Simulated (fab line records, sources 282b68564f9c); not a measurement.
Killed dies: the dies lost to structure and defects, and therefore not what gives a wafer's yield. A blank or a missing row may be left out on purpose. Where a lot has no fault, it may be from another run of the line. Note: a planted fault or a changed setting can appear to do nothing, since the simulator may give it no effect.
2 desks, one fault ; flow ritCmos ; each desk holds nothing but its own numbers, with what lay behind them at the end

== METROLOGY DESK ==
What the gauges read for every lot (on any tool): the sampled wafers with a number, averaged. The brackets show how far a lot's mean lies from the usual mean; more than 4 standard deviations puts the lot out of limits, marked OUT.
Columns: A = PRETRO_OVL at RIT_PRETRO_OVL_MEAS_06, usual 1.0 nm; B = NLDD_RS at RIT_SDANNEAL_RS_MEAS_07, usual 151.6 ohm/sq; C = CONTACT_OVL at RIT_CONTACT_OVL_MEAS_09, usual 1.2 nm; D = cdNm at RIT_M1_CD_MEAS_09, usual 2599.8 nm
lot;first seen here;A;B;C;D
L452;day 2 10:02;2.4;151.7;-0.1;2599.5
L454;day 2 18:41;1.4;151.8;0.8;2601.4
L455;day 3 04:04;1.8;151.2;-1.2;2597.4
L456;day 3 08:44;0.4;151.1;1.5;2600.8
L459;day 3 20:20;1.7;152.1;1.7;2599.4
L460;day 4 01:48;-0.7;151.4;2.7;2599.4
L462;day 4 11:01;0.5;151.9;2.6;2596.7
L463;day 4 15:29;0.3;151.7;1.7;2598.7
L464;day 4 21:51;-1.5;151.1;2.0;2602.8
L465;day 5 02:25;-0.3;151.7;0.9;2601.4
L467;day 5 12:54;0.3;152.2;-1.1;2604.6
L468;day 5 17:09;2.4;152.2;2.5;2599.8
L473;day 6 18:01;0.7;162.5 (+25) OUT;0.9;2599.1
L475;day 7 04:27;1.5;161.6 (+23) OUT;1.7;2600.3
This desk's result: L473, L475 out of limits, first on L473 (NLDD_RS at RIT_SDANNEAL_RS_MEAS_07), day 7 15:56. L452, L454, L455, L456, L459, L460, L462, L463, L464, L465, L467, L468 stayed within limits.

== AT THE TOOL OWNER'S DESK: implanter-03 ==
RIT_NLDD_IMPLANT_08, tool's own readings: per-lot mean of the sampled wafers with a number, covering each lot this tool ran. The brackets show how far a lot's mean lies from the usual mean; more than 4 standard deviations puts the lot out of limits, marked OUT.
Columns: A = doseIonsCm2 at RIT_NLDD_IMPLANT_08, usual 5e+14; B = faradayCurrentUA at RIT_NLDD_IMPLANT_08, usual 1573
lot;first seen here;A;B
L452;day 3 02:55;5e+14;1594
L455;day 3 15:19;5e+14;1536
L462;day 4 22:50;5e+14;1557
L468;day 6 03:11;5e+14;1578
L473;day 7 06:47;5e+14 (-72) OUT;1466
L475;day 7 18:04;5e+14 (-71) OUT;1428 (-4.7) OUT
Finding of this desk: L473, L475 out of limits; the first was L473 at day 7 06:47, on doseIonsCm2 at RIT_NLDD_IMPLANT_08. L452, L455, L462, L468 stayed within limits.

== ALL TOGETHER ==
At day 7 06:47, on L473, L475, the tool owner's desk was in a position to raise an alarm.
At day 7 15:56 the metrology desk could have sounded an alarm, on L473, L475.
On implanter-03, each named lot ran RIT_NLDD_IMPLANT_08.

== WHAT THE SIMULATOR HAD PUT IN ==
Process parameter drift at RIT_NLDD_IMPLANT_08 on implanter-03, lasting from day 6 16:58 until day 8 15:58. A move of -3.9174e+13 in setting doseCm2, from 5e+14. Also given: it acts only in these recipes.
Struck lots among those shown: L473, L475.
Counting hours from when the fault started, the first reading out of limits came at 14 for the tool owner's desk and at 23 for the metrology desk.
